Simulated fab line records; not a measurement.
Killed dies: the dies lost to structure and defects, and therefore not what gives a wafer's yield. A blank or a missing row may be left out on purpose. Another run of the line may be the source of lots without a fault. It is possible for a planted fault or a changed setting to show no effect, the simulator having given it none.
Split-lot experiment || flow berkeleyCmos170 || route with 331 steps; 5 lots, 23 wafers read

## THE SPLIT
At UCB170_PVT_IMPLANT_07, the setting energyKev was moved away from the recipe's 30 on 9 of the 23 wafers read, by -6.0% to +4.6%. The other wafers ran this setting at the recipe's value.

## FROM THE SPLIT ON TO THE READING: in between, the file shows 1 step
- UCB170_PVT_STRIP_08: strips in O2 (also split here: overashFraction)

## THE READING
PVT_TW, at UCB170_PVT_TW_MEAS_09. A value of 508 with a standard deviation of 3.5 is what fault-free wafers of this fab line usually give.

{"wafer": "L075.1", "tool, chamber at the split": "implanter-01, 0", "energyKev as run": 30, "against the recipe": "recipe", "PVT_TW": 505, "against lot-mates on the recipe": "-"}
{"wafer": "L075.2", "tool, chamber at the split": "implanter-01, 0", "energyKev as run": 28.2, "against the recipe": "-6.0%", "PVT_TW": 499, "against lot-mates on the recipe": -6}
{"wafer": "L075.3", "tool, chamber at the split": "implanter-01, 0", "energyKev as run": 28.2, "against the recipe": "-6.0%", "PVT_TW": 499, "against lot-mates on the recipe": -6}
{"wafer": "L075.5", "tool, chamber at the split": "implanter-01, 0", "energyKev as run": 28.2, "against the recipe": "-6.0%", "PVT_TW": 497, "against lot-mates on the recipe": -8}
{"wafer": "L075.6", "tool, chamber at the split": "implanter-01, 0", "energyKev as run": 30, "against the recipe": "recipe", "PVT_TW": 506, "against lot-mates on the recipe": "-"}
{"wafer": "L076.1", "tool, chamber at the split": "implanter-02, 0", "energyKev as run": 30, "against the recipe": "recipe", "PVT_TW": 511, "against lot-mates on the recipe": "-"}
{"wafer": "L076.2", "tool, chamber at the split": "implanter-02, 0", "energyKev as run": 30, "against the recipe": "recipe", "PVT_TW": 511, "against lot-mates on the recipe": "-"}
{"wafer": "L076.3", "tool, chamber at the split": "implanter-02, 0", "energyKev as run": 30, "against the recipe": "recipe", "PVT_TW": 512, "against lot-mates on the recipe": "-"}
{"wafer": "L076.4", "tool, chamber at the split": "implanter-02, 0", "energyKev as run": 30, "against the recipe": "recipe", "PVT_TW": 509, "against lot-mates on the recipe": "-"}
{"wafer": "L076.5", "tool, chamber at the split": "implanter-02, 0", "energyKev as run": 30, "against the recipe": "recipe", "PVT_TW": 511, "against lot-mates on the recipe": "-"}
{"wafer": "L080.1", "tool, chamber at the split": "implanter-01, 0", "energyKev as run": 30, "against the recipe": "recipe", "PVT_TW": 511, "against lot-mates on the recipe": "-"}
{"wafer": "L080.3", "tool, chamber at the split": "implanter-01, 0", "energyKev as run": 30, "against the recipe": "recipe", "PVT_TW": 512, "against lot-mates on the recipe": "-"}
{"wafer": "L080.5", "tool, chamber at the split": "implanter-01, 0", "energyKev as run": 30, "against the recipe": "recipe", "PVT_TW": 514, "against lot-mates on the recipe": "-"}
{"wafer": "L081.2", "tool, chamber at the split": "implanter-02, 0", "energyKev as run": 31.37, "against the recipe": "+4.6%", "PVT_TW": 520, "against lot-mates on the recipe": "+10"}
{"wafer": "L081.3", "tool, chamber at the split": "implanter-02, 0", "energyKev as run": 31.37, "against the recipe": "+4.6%", "PVT_TW": 519, "against lot-mates on the recipe": "+10"}
{"wafer": "L081.4", "tool, chamber at the split": "implanter-02, 0", "energyKev as run": 30, "against the recipe": "recipe", "PVT_TW": 509, "against lot-mates on the recipe": "-"}
{"wafer": "L081.5", "tool, chamber at the split": "implanter-02, 0", "energyKev as run": 30, "against the recipe": "recipe", "PVT_TW": 510, "against lot-mates on the recipe": "-"}
{"wafer": "L081.6", "tool, chamber at the split": "implanter-02, 0", "energyKev as run": 31.37, "against the recipe": "+4.6%", "PVT_TW": 518, "against lot-mates on the recipe": "+8"}
{"wafer": "L082.1", "tool, chamber at the split": "implanter-02, 0", "energyKev as run": 29.44, "against the recipe": "-1.9%", "PVT_TW": 510, "against lot-mates on the recipe": -1}
{"wafer": "L082.2", "tool, chamber at the split": "implanter-02, 0", "energyKev as run": 30, "against the recipe": "recipe", "PVT_TW": 509, "against lot-mates on the recipe": "-"}
{"wafer": "L082.3", "tool, chamber at the split": "implanter-02, 0", "energyKev as run": 29.44, "against the recipe": "-1.9%", "PVT_TW": 509, "against lot-mates on the recipe": -2}
{"wafer": "L082.4", "tool, chamber at the split": "implanter-02, 0", "energyKev as run": 29.44, "against the recipe": "-1.9%", "PVT_TW": 508, "against lot-mates on the recipe": -3}
{"wafer": "L082.5", "tool, chamber at the split": "implanter-02, 0", "energyKev as run": 30, "against the recipe": "recipe", "PVT_TW": 513, "against lot-mates on the recipe": "-"}

THE FIT
A straight line over all 23 wafers: PVT_TW changes by +1.9 for each +1% of energyKev; r = +0.93; the points scatter about the line by 2.2.
The same after taking each lot's own level away (the mean of its wafers on the recipe; 23 wafers): +1.53 for each +1%; r = +0.95; scatter 1.5.
The reading moves by 9.2 for the largest change in energyKev, on that fit.
Across the lots, their own levels run from 505.5 to 512.3, a range of 2.0 times the standard deviation given above.
In other words, the slope is changed by the lot-to-lot level; the two fits disagree.
Check: for one of the wafers moved furthest among these (-6.0%), held out of the fit, the line's prediction against its lot-mates is -9.05. It came out at -6.5 against them.

## THE OTHER SPLITS THESE WAFERS WENT THROUGH
Note: prior to the reading, these wafers also went through further splits. Each is held against what the fit with the lots' levels taken away leaves over:
{"other split on the same wafers": "UCB170_PVT_STRIP_08 overashFraction", "wafers away from the commonest value": 6, "r with PVT_TW (lot level and that fit taken away)": -0.03}

## THE WHOLE CHAIN: every reading that the file lists as answering this split, in the file's order
{"step": "UCB170_PVT_IMPLANT_07", "what it does": "", "reading": "implant.rpNm (the simulator's own value, which no gauge read)", "change (the file's fit)": "+0.283 nm for each +1% of the setting", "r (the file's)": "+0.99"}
{"step": "UCB170_PVT_IMPLANT_07", "what it does": "", "reading": "implant.drpNm (the simulator's own value, which no gauge read)", "change (the file's fit)": "+0.114 nm for each +1% of the setting", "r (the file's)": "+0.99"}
{"step": "UCB170_PVT_TW_MEAS_09", "what it does": "", "reading": "PVT_TW", "change (the file's fit)": "+1.45 for each +1% of the setting", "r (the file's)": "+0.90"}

## FILE'S OWN FIT
PVT_TW changes by +1.45 for each +1% of energyKev, r = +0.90.
